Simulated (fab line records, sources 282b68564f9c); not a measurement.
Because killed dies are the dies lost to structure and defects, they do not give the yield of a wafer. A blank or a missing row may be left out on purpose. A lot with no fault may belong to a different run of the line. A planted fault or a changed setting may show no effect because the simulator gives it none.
What tool caused it? ; flow rit cmos ; 14 lots, 42 wafers sampled, at 1 step of a route of 202

## WHAT THE GAUGES READ, wafer by wafer
The record holds no reading of a measuring or inspecting step that can be judged against a usual standard deviation.

## WHICH TOOL RAN EACH LOT (tool, then ch and the chambers of the sampled wafers, then the start)
lot;RIT_FOX1_WET_ETCH_02
L101;wet bench-02 ch 0, day 1 17:17
L102;wet bench-03 ch 2, day 1 22:10
L105;wet bench-03 ch 0, day 2 14:01
L106;wet bench-01 ch 3, day 2 17:53
L108;wet bench-02 ch 0, day 3 05:01
L112;wet bench-03 ch 3, day 4 00:04
L113;wet bench-03 ch 3, day 4 05:19
L114;wet bench-02 ch 1, day 4 09:53
L115;wet bench-01 ch 0, day 4 15:01
L117;wet bench-02 ch 1, day 5 01:36
L120;wet bench-02 ch 2, day 5 17:24
L121;wet bench-01 ch 1, day 6 00:00
L122;wet bench-01 ch 0, day 6 03:52
L124;wet bench-02 ch 3, day 6 14:19
- RIT_FOX1_WET_ETCH_02: etches SiO2 in BOE, target depth 350 nm, time 390 s.

## WHAT THE TOOLS THEMSELVES READ (means of the sampled wafers that have a number; where no wafer has one, the mark that the record gives instead)
RIT_FOX1_WET_ETCH_02.
lot;tool;run length s (s)
L101;wet bench-02;418
L102;wet bench-03;414
L105;wet bench-03;415
L106;wet bench-01;417
L108;wet bench-02;424
L112;wet bench-03;657
L113;wet bench-03;658
L114;wet bench-02;425
L115;wet bench-01;423
L117;wet bench-02;417
L120;wet bench-02;416
L121;wet bench-01;416
L122;wet bench-01;417
L124;wet bench-02;416

## THE ANSWER, worked out from the rows above alone
Rule: what is usual is taken from the lots themselves. Put in order of their means at a reading, lots are off if they are a third of the lots or fewer, leave a main group of 4 or more, and stand apart from it by a gap of 3 or more times the standard deviation of the main group's means; of several such gaps the widest counts. Not used: any main group whose means are identical at the precision the tables above print for the reading. A lot without any number at a reading at which 4 lots or more have one is off too. Where the step has rows for the other lots, those lots are counted as sound. First the gauges in route order, then the tools' own readings, where a lot's mean is used as printed above. The first step at which some lot is off is used, and at that step the reading that is off furthest; a lot without a number counts as furthest.
Off at RIT_FOX1_WET_ETCH_02 (run length s): L112, L113. Main group: mean 418 s, sd 3.5.
A tool fits if, at that step or a process step before it, it ran every lot that is off, and no sound lot after the first of them. One fits: wet bench-03 at RIT_FOX1_WET_ETCH_02. A fault onset in the window from L105 (day 2 14:01, its last sound lot) to L112 (day 4 00:04, its first lot off) fits.
On the lots that are off, the tool's own readings at RIT_FOX1_WET_ETCH_02 differ by more than 5 times the standard deviation of the sound lots' means, which bears it out; run length s reads 658 s there versus 418 s on the sound lots.

## WHAT HAD BEEN PUT IN BY THE SIMULATOR
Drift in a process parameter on wet bench-03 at RIT_FOX1_WET_ETCH_02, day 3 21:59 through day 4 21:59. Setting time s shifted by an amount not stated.
Lots struck among those shown: L112, L113. The rule above reached the same finding.
